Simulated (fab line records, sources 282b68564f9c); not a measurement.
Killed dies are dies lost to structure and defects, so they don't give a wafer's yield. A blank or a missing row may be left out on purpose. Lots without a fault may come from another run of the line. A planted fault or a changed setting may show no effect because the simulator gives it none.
Problem report in the 8D (eight disciplines) form, filled by code | flow rit_cmos | the parts of the form that need people (team, actions taken, sign-off) are left out

1. THE PROBLEM
ACTIVE_OXIDE_THK at RIT_ACTIVE_THK_MEAS_02 reads a mean of 29.9 nm on 6 wafers of 2 lots; wafers without a fault read 47.0 nm with a standard deviation of 0.77. That is -22 standard deviations from the usual mean.
First seen on wafer L888.1, day 3 09:03, on film_metro-02. The record holds 42 wafers of 14 lots with a number at this step. Rule for "out", or "out of limits": more than 4 standard deviations from the usual mean. The other wafers with a number count as sound.

2. WHAT IT IS AND WHAT IT IS NOT
question                    | is                           | is not
which readings at this step | ACTIVE_OXIDE_THK             | -
which lots                  | L888, L889                   | L879, L881, L882, L884, L885, L886, L890, L896, L897, L898, L901, L902
which wafers of those lots  | all that have a number       | -
read on which gauges        | film_metro-01, film_metro-02 | film_metro-04
when                        | from day 3 09:03             | up to then (18 sound wafers); but 18 sound wafers of L890, L896, L897, L898, L901, L902 came after

3. SUSPECTS, AND WHAT RULES EACH OUT
Counting: a tool at a process step up to the reading stays a suspect if it ran every lot that is out and no sound lot after the first of them.
- the gauge at RIT_ACTIVE_THK_MEAS_02: ruled out. The wafers that are out were read on 2 gauges (film_metro-01, film_metro-02).
- furnace-02 at RIT_ACTIVE_OXIDATION_01 (target thk 46.8 nm, ox time 3360 s): ruled out as a lasting fault. Sound lots L901 ran on it after its first lot that is out, L888 (day 3 07:07).
Left after counting: nothing in the record.

4. THE CAUSE (what the simulator had put in)
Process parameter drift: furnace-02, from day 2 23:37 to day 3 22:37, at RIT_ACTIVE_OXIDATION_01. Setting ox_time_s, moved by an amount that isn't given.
Counting ruled it out, wrongly: the rule takes a fault to strike every lot that its tool runs from its start on, and this one did not.

5. THE CHAIN OF EFFECTS, in route order
Each row: a reading whose mean over the struck wafers that have a number lies more than 3 standard deviations from the usual. Only readings for which the record gives a usual standard deviation are gone through. hours: the time from each lot's start at the first step in this table that gives one to its start at this step, as a median over the lots. sigmas: the change in usual standard deviations.
hours | step                   | reading          | usual   | on struck wafers | change | sigmas
0     | RIT_ACTIVE_THK_MEAS_02 | ACTIVE_OXIDE_THK | 47.0 nm | 29.9             | -17.1  | -22
Later measuring or inspecting steps at which every struck wafer that the step has a row for has a number for every such reading, and none has moved that far: RIT_PRETRO_TW_MEAS_10.

6. WHAT WOULD HAVE CAUGHT IT SOONER
In this record the first reading out of limits at a measuring or inspecting step was taken at day 3 09:03, 9 hours after the fault began at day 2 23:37.
Of the tool readings at RIT_ACTIVE_OXIDATION_01 for which the record gives a usual standard deviation, none was out on any struck wafer, so an alarm limit of 4 standard deviations on them would not have fired.
